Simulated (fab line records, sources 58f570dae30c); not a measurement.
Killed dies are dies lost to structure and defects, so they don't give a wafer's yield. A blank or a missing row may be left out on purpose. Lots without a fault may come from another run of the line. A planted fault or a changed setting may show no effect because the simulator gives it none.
Which tool did it? | flow berkeley_cmos170 | 14 lots, 42 wafers sampled, at 1 step of a route of 331

WHAT THE GAUGES READ, wafer by wafer
The record holds no reading of a measuring or inspecting step that can be judged against a usual standard deviation.

WHICH TOOL RAN EACH LOT (tool, then ch and the chambers of the sampled wafers, then the start)
lot  | UCB170_M3_EXPOSE_12
L701 | krf_scanner-02 ch 0, day 8 23:01
L705 | krf_scanner-01 ch 0, day 9 11:20
L706 | krf_scanner-01 ch 0, day 10 07:17
L707 | krf_scanner-02 ch 0, day 10 08:28
L708 | krf_scanner-02 ch 0, day 10 18:25
L709 | krf_scanner-01 ch 0, day 10 18:38
L710 | krf_scanner-02 ch 0, day 10 18:55
L712 | krf_scanner-01 ch 0, day 11 08:59
L711 | krf_scanner-02, day 11 11:04
L715 | krf_scanner-01, day 11 19:05
L713 | krf_scanner-02 ch 0, day 12 01:49
L722 | krf_scanner-01 ch 0, day 12 20:55
L721 | krf_scanner-01 ch 0, day 13 02:09
L723 | krf_scanner-01 ch 0, day 13 19:29
- UCB170_M3_EXPOSE_12: exposes mask METAL3, target cd 700 nm.

WHAT THE TOOLS THEMSELVES READ (means of the sampled wafers that have a number; where no wafer has one, the mark that the record gives instead)
UCB170_M3_EXPOSE_12.
lot  | tool           | exposure_dose_mJ_cm2 | focus_offset_nm (nm) | reticle_temp_C (C)
L701 | krf_scanner-02 | 26.003               | 0.1                  | 22.89
L705 | krf_scanner-01 | 25.998               | -0.1                 | 23.12
L706 | krf_scanner-01 | 26.028               | 0.6                  | 23.08
L707 | krf_scanner-02 | 25.969               | 0.2                  | 22.95
L708 | krf_scanner-02 | 26.013               | -0.1                 | 22.92
L709 | krf_scanner-01 | 26.010               | 0.5                  | 23.08
L710 | krf_scanner-02 | 26.012               | -0.2                 | 22.87
L712 | krf_scanner-01 | 26.011               | 0.0                  | 22.99
L711 | krf_scanner-02 | -                    | -                    | -
L715 | krf_scanner-01 | -                    | -                    | -
L713 | krf_scanner-02 | 25.996               | 0.1                  | 22.91
L722 | krf_scanner-01 | 25.999               | -0.4                 | 22.99
L721 | krf_scanner-01 | 25.997               | -0.4                 | 23.09
L723 | krf_scanner-01 | 26.014               | 0.3                  | 22.81

THE ANSWER, worked out from the rows above alone
Rule: what is usual is taken from the lots themselves. Put in order of their means at a reading, lots are off if they are a third of the lots or fewer, leave a main group of 4 or more, and stand apart from it by a gap of 3 or more times the standard deviation of the main group's means; of several such gaps the widest counts. A main group whose means are all the same, to the digits that the tables above print for the reading, isn't used. A lot without any number at a reading at which 4 lots or more have one is off too. The other lots that the step has rows for count as sound. The gauges are gone through in route order, then the tools' own readings, and for those a lot's mean is taken as printed above. The first step at which some lot is off is used, and at that step the reading that is off furthest; a lot without a number counts as furthest.
Off: L711, L715, at UCB170_M3_EXPOSE_12 (exposure_dose_mJ_cm2). Without a number there: L711, L715. The main group: mean 26.004, standard deviation 0.014.
A tool fits if, at that step or a process step before it, it ran every lot that is off, and no sound lot after the first of them. None of those tried fits.

WHAT THE SIMULATOR HAD PUT IN
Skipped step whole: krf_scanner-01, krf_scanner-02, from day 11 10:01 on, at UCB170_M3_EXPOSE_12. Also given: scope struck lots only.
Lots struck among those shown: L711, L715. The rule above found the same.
